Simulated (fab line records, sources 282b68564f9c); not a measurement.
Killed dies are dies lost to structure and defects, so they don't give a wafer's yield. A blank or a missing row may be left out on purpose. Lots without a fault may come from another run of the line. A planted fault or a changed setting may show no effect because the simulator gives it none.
Split-lot experiment | flow rit_cmos | 5 lots, 23 wafers read, on a route of 202 steps

THE SPLIT
At RIT_CONTACT_COAT_03 (resist thk 1000 nm), the setting resist_thk_nm was moved away from the recipe's 1000 nm on 7 of the 23 wafers read, by +2.3% to +4.4%. The other wafers ran this setting at the recipe's value.

FROM THE SPLIT TO THE READING: what the file shows between them, 2 steps
- RIT_CONTACT_DEVELOP_07: develop time 120 s (also split here: develop_time_s)
- RIT_CONTACT_HARDBAKE_10: time 60 s

THE READING
NOVOLAK_of_CONTACT_COAT_03.thk_nm (the simulator's own value, which no gauge read), in nm, at RIT_CONTACT_ETCH_11 (etches SiO2 in CHF3/CF4/Ar, stops on TiSi2, target depth 480 nm, time 320 s). The file gives no usual value for it. The 16 wafers here that ran the recipe average 769.1 nm, standard deviation 3.9 nm.

wafer  | tool, chamber at the split | resist_thk_nm as run, nm | against the recipe | NOVOLAK_of_CONTACT_COAT_03.thk_nm, nm | against lot-mates on the recipe
L074.1 | litho_track-01, 0          | 1032                     | +3.2%              | 794.1                                 | +26.5
L074.2 | litho_track-01, 0          | 1032                     | +3.2%              | 795.4                                 | +27.8
L074.3 | litho_track-01, 0          | 1000                     | recipe             | 770.3                                 | -
L074.5 | litho_track-01, 0          | 1000                     | recipe             | 768.9                                 | -
L074.6 | litho_track-01, 0          | 1000                     | recipe             | 763.7                                 | -
L076.1 | litho_track-01, 0          | 1000                     | recipe             | 772.1                                 | -
L076.2 | litho_track-01, 0          | 1000                     | recipe             | 769.8                                 | -
L076.3 | litho_track-01, 0          | 1000                     | recipe             | 765                                   | -
L076.5 | litho_track-01, 0          | 1000                     | recipe             | 764.3                                 | -
L076.6 | litho_track-01, 0          | 1000                     | recipe             | 772.8                                 | -
L077.2 | litho_track-02, 0          | 1000                     | recipe             | 765.5                                 | -
L077.4 | litho_track-02, 0          | 1000                     | recipe             | 769.1                                 | -
L077.5 | litho_track-02, 0          | 1000                     | recipe             | 765.9                                 | -
L079.2 | litho_track-02, 0          | 1044                     | +4.4%              | 802.1                                 | +34.9
L079.3 | litho_track-02, 0          | 1000                     | recipe             | 767.2                                 | -
L079.4 | litho_track-02, 0          | 1000                     | recipe             | 767.1                                 | -
L079.5 | litho_track-02, 0          | 1044                     | +4.4%              | 808.5                                 | +41.3
L079.6 | litho_track-02, 0          | 1044                     | +4.4%              | 800.9                                 | +33.7
L083.1 | litho_track-02, 0          | 1000                     | recipe             | 776.4                                 | -
L083.2 | litho_track-02, 0          | 1023                     | +2.3%              | 797.8                                 | +23.2
L083.3 | litho_track-02, 0          | 1023                     | +2.3%              | 789.6                                 | +15.0
L083.4 | litho_track-02, 0          | 1000                     | recipe             | 769.9                                 | -
L083.6 | litho_track-02, 0          | 1000                     | recipe             | 777.5                                 | -

THE FIT
A straight line over all 23 wafers: NOVOLAK_of_CONTACT_COAT_03.thk_nm changes by +8.17 nm for each +1% of resist_thk_nm; r = +0.96; the points scatter about the line by 4.3 nm.
The same after taking each lot's own level away (the mean of its wafers on the recipe; 23 wafers): +8.36 nm for each +1%; r = +0.98; scatter 3.1 nm.
On that fit, the largest move of resist_thk_nm shifts the reading by 37 nm.
The lots' own levels span 766.83 to 774.60 nm, that is 2.0 times the standard deviation above.
So the lot-to-lot level changes the slope little: the two slopes agree.
Check: with one of the wafers moved furthest among these (+4.4%) left out of the fit, the line predicts +37.3 nm for it against its lot-mates. It came out at +34.9 nm against them.

OTHER SPLITS ON THESE WAFERS
These wafers also went through other splits before the reading. Each is held against what the fit with the lots' levels taken away leaves over:
other split on the same wafers        | wafers away from the commonest value | r with NOVOLAK_of_CONTACT_COAT_03.thk_nm (lot level and that fit taken away)
RIT_GATE_DEVELOP_15 develop_time_s    | 8                                    | -0.05
RIT_REOX_OXIDATION_03 ox_time_s       | 15                                   | +0.00
RIT_NLDD_IMPLANT_08 dose_cm2          | 8                                    | -0.24
RIT_PLDD_DEVELOP_05 dev_temp_c        | 9                                    | +0.15
RIT_NSD_IMPLANT_08 energy_kev         | 9                                    | +0.01
RIT_PSD_IMPLANT_08 energy_kev         | 7                                    | -0.01
RIT_CONTACT_DEVELOP_07 develop_time_s | 5                                    | +0.16

THE WHOLE CHAIN: every reading that the file lists as answering this split, in the file's order
step                    | what it does                                                                | reading                                                                            | change (the file's fit)              | r (the file's)
RIT_CONTACT_COAT_03     | resist thk 1000 nm                                                          | NOVOLAK_of_CONTACT_COAT_03.thk_nm (the simulator's own value, which no gauge read) | +10.2 nm for each +1% of the setting | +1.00
RIT_CONTACT_HARDBAKE_10 | time 60 s                                                                   | NOVOLAK_of_CONTACT_COAT_03.thk_nm (the simulator's own value, which no gauge read) | +8.91 nm for each +1% of the setting | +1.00
RIT_CONTACT_ETCH_11     | etches SiO2 in CHF3/CF4/Ar, stops on TiSi2, target depth 480 nm, time 320 s | NOVOLAK_of_CONTACT_COAT_03.thk_nm (the simulator's own value, which no gauge read) | +8.38 nm for each +1% of the setting | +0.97

THE FILE'S OWN FIT
NOVOLAK_of_CONTACT_COAT_03.thk_nm changes by +8.38 nm for each +1% of resist_thk_nm, r = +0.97.
